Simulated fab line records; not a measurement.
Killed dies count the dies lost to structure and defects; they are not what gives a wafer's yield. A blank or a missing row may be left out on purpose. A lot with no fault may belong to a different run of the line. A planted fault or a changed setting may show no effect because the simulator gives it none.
Which tool did it? | flow berkeley cmos170 | 39 wafers from 13 lots sampled at 6 of the route's 331 steps

## WHAT EACH GAUGE READ, for each wafer
UCB170_NWELL_OVL_MEAS_12.
lot  | measured    | on         | NWELL_OVL (nm)
L385 | day 3 00:19 | overlay-02 | -1 -2 -1
L387 | day 3 08:30 | overlay-02 | -2 -1 -5
L386 | day 3 08:59 | overlay-01 | 7 2 0
L391 | day 4 05:20 | overlay-02 | 3 -2 -6
L392 | day 4 09:39 | overlay-02 | 3 4 9
L393 | day 4 16:01 | overlay-01 | -2 1 5
L398 | day 5 06:19 | overlay-01 | -7 -3 1
L399 | day 5 06:30 | overlay-02 | -4 3 1
L400 | day 5 14:02 | overlay-02 | 15 11 6
L403 | day 6 02:26 | overlay-02 | -1 4 5
L405 | day 6 13:51 | overlay-02 | -8 3 -9
L406 | day 6 19:09 | overlay-01 | 10 7 -1
L407 | day 7 01:57 | overlay-02 | -5 1 1

UCB170_NWELL_TW_MEAS_16.
lot  | measured    | on            | NWELL_TW
L385 | day 3 00:43 | film metro-03 | 1207 1217 1212
L387 | day 3 08:53 | film metro-03 | 1204 1220 1214
L386 | day 3 09:23 | film metro-01 | 1251 1257 1261
L391 | day 4 05:44 | film metro-03 | 1216 1212 1215
L392 | day 4 10:02 | film metro-03 | 1213 1211 1223
L393 | day 4 16:25 | film metro-02 | 1244 1242 1249
L398 | day 5 06:42 | film metro-01 | 1254 1253 1256
L399 | day 5 06:53 | film metro-03 | 1211 1209 1209
L400 | day 5 14:26 | film metro-03 | 1210 1209 1211
L403 | day 6 02:50 | film metro-02 | 1248 1242 1243
L405 | day 6 14:14 | film metro-02 | 1243 1244 1240
L406 | day 6 19:32 | film metro-02 | 1245 1241 1246
L407 | day 7 02:20 | film metro-03 | 1205 1206 1211

UCB170_M3_RS_MEAS_02: measurement is done with a four-point probe.
lot  | measured     | on            | M3_AL_RS (ohm/sq)
L385 | day 9 01:25  | film metro-02 | 0.0318 0.0316 0.0317
L387 | day 9 02:01  | film metro-01 | 0.0323 0.0326 0.0327
L386 | day 8 23:39  | film metro-04 | 0.0315 0.0314 0.0316
L391 | day 10 13:46 | film metro-04 | 0.0329 0.0347 0.0324 0.0329 0.0347 0.0324
L392 | day 10 11:17 | film metro-02 | 0.0319 0.0318 0.0317
L393 | day 10 11:02 | film metro-01 | 0.0347 0.0327 0.0327 0.0347 0.0328 0.0327
L398 | day 11 02:51 | film metro-02 | 0.0316 0.0318 0.0317
L399 | day 11 00:38 | film metro-04 | 0.0319 0.0323 0.0322
L400 | day 11 10:16 | film metro-04 | 0.0320 0.0323 0.0323
L403 | day 11 17:53 | film metro-04 | 0.0324 0.0323 0.0323
L405 | day 12 03:51 | film metro-01 | 0.0319 0.0318 0.0320
L406 | day 12 15:37 | film metro-01 | 0.0320 0.0316 0.0317
L407 | day 12 19:07 | film metro-04 | 0.0321 0.0319 0.0318

UCB170_M3_THK_MEAS_03: measures by xrf.
lot  | measured     | on            | M3_AL_THK (nm)
L385 | day 9 01:31  | film metro-02 | 918 922 914
L387 | day 9 02:08  | film metro-01 | 927 918 912
L386 | day 8 23:46  | film metro-04 | 932 937 930
L391 | day 10 16:46 | film metro-04 | 898 855 917 900 854 908
L392 | day 10 11:25 | film metro-02 | 919 925 926
L393 | day 10 13:08 | film metro-01 | 859 910 912 861 911 912
L398 | day 11 02:57 | film metro-02 | 924 919 921
L399 | day 11 00:46 | film metro-04 | 928 916 924
L400 | day 11 10:22 | film metro-04 | 919 924 914
L403 | day 11 18:01 | film metro-04 | 921 927 927
L405 | day 12 03:58 | film metro-01 | 935 935 929
L406 | day 12 15:44 | film metro-01 | 926 944 936
L407 | day 12 19:14 | film metro-04 | 923 926 928

## EACH LOT AND THE TOOL THAT RAN IT (in order: tool; ch and the chambers of the sampled wafers; start)
lot  | UCB170_PFIELD_STRIP_08              | UCB170_M3_SPUTTER_01
L385 | plasma asher-04 ch 0,1, day 5 09:58 | pvd sputter-04, day 9 01:17
L387 | plasma asher-01 ch 0,1, day 5 12:59 | pvd sputter-02, day 9 01:56
L386 | plasma asher-04 ch 0,1, day 5 13:15 | pvd sputter-01, day 8 23:34
L391 | plasma asher-03 ch 0,1, day 6 11:11 | pvd sputter-02, day 10 13:40
L392 | plasma asher-03 ch 0,1, day 6 10:55 | pvd sputter-04, day 10 11:13
L393 | plasma asher-03 ch 0,1, day 6 15:01 | pvd sputter-02, day 10 10:56
L398 | plasma asher-04 ch 0,1, day 7 02:43 | pvd sputter-04, day 11 02:43
L399 | plasma asher-01 ch 0,1, day 7 02:03 | pvd sputter-04, day 11 00:34
L400 | plasma asher-04 ch 0,1, day 7 07:36 | pvd sputter-01, day 11 10:10
L403 | plasma asher-01 ch 0,1, day 8 00:32 | pvd sputter-04, day 11 17:49
L405 | plasma asher-04 ch 0,1, day 8 16:14 | pvd sputter-04, day 12 03:46
L406 | plasma asher-04 ch 0,1, day 9 03:35 | pvd sputter-01, day 12 15:32
L407 | plasma asher-04 ch 0,1, day 9 11:42 | pvd sputter-04, day 12 19:01
- UCB170_PFIELD_STRIP_08: strips in O2.
- UCB170_M3_SPUTTER_01: material Al, target thk 900 nm, time 120 s.

## AS READ BY THE TOOLS THEMSELVES (means over the sampled wafers that have a number; for cases with no such wafer, the mark the record gives instead)
UCB170_PFIELD_STRIP_08.
lot  | tool            | drypump motor current A (A) | oes product au (a.u.) | strip time to endpoint s (s)
L385 | plasma asher-04 | 6.4                         | 0.735                 | 21.71
L387 | plasma asher-01 | 5.9                         | 0.742                 | 21.61
L386 | plasma asher-04 | 6.5                         | 0.736                 | 21.66
L391 | plasma asher-03 | 5.9                         | 0.732                 | 21.56
L392 | plasma asher-03 | 5.9                         | 0.737                 | 21.67
L393 | plasma asher-03 | 6.0                         | 0.732                 | 21.59
L398 | plasma asher-04 | 6.4                         | 0.735                 | 21.63
L399 | plasma asher-01 | 5.9                         | 0.734                 | 21.57
L400 | plasma asher-04 | 6.5                         | 0.731                 | 21.50
L403 | plasma asher-01 | 6.2                         | 0.736                 | 21.62
L405 | plasma asher-04 | 6.4                         | 0.735                 | 21.62
L406 | plasma asher-04 | 6.4                         | 0.735                 | 21.79
L407 | plasma asher-04 | 6.5                         | 0.729                 | 21.65

UCB170_M3_SPUTTER_01.
lot  | tool           | cathode dc power W (W) | throttle valve pct (%)
L385 | pvd sputter-04 | 5998.9                 | 30.9
L387 | pvd sputter-02 | 6000.4                 | 30.1
L386 | pvd sputter-01 | 6000.4                 | 30.6
L391 | pvd sputter-02 | 5870.5                 | 30.0
L392 | pvd sputter-04 | 6000.9                 | 30.6
L393 | pvd sputter-02 | 5872.0                 | 29.0
L398 | pvd sputter-04 | 6000.3                 | 30.0
L399 | pvd sputter-04 | 5999.3                 | 30.1
L400 | pvd sputter-01 | 6000.1                 | 30.4
L403 | pvd sputter-04 | 6000.1                 | 30.2
L405 | pvd sputter-04 | 5998.4                 | 30.7
L406 | pvd sputter-01 | 6000.0                 | 30.3
L407 | pvd sputter-04 | 6000.8                 | 30.7

## THE ANSWER, worked out from the rows above alone
Rule: the lots themselves supply what counts as usual. The widest of any qualifying gaps counts: lots, ordered by their means at a reading, are off when they make up no more than a third of the lots, leave a main group of 4 or more, and stand apart from it by 3 or more times the standard deviation of that group's means. A main group whose means are all the same, to the digits that the tables above print for the reading, isn't used. A lot without any number at a reading at which 4 lots or more have one is off too. Any other lot the step has rows for is counted as sound. The gauges are gone through in route order, then the tools' own readings, and for those a lot's mean is taken as printed above. At the first step where some lot is off, the reading lying furthest off is the one used; lots without a number count as furthest.
Off: at UCB170_M3_THK_MEAS_03 (M3_AL_THK), L391, L393. For the main group the mean is 925 nm and the standard deviation 5.9.
If a tool, at a process step before that reading, ran all the lots that are off and no sound lot after the first of them, it fits. Not tried: the gauges at UCB170_M3_THK_MEAS_03; whatever is off there is also off at UCB170_M3_SPUTTER_01, on other tools, and gauge error can't account for it. This does not decide it: 2 tools fit, namely plasma asher-03 at UCB170_PFIELD_STRIP_08 and pvd sputter-02 at UCB170_M3_SPUTTER_01.

## WHAT THE SIMULATOR HAD PUT IN
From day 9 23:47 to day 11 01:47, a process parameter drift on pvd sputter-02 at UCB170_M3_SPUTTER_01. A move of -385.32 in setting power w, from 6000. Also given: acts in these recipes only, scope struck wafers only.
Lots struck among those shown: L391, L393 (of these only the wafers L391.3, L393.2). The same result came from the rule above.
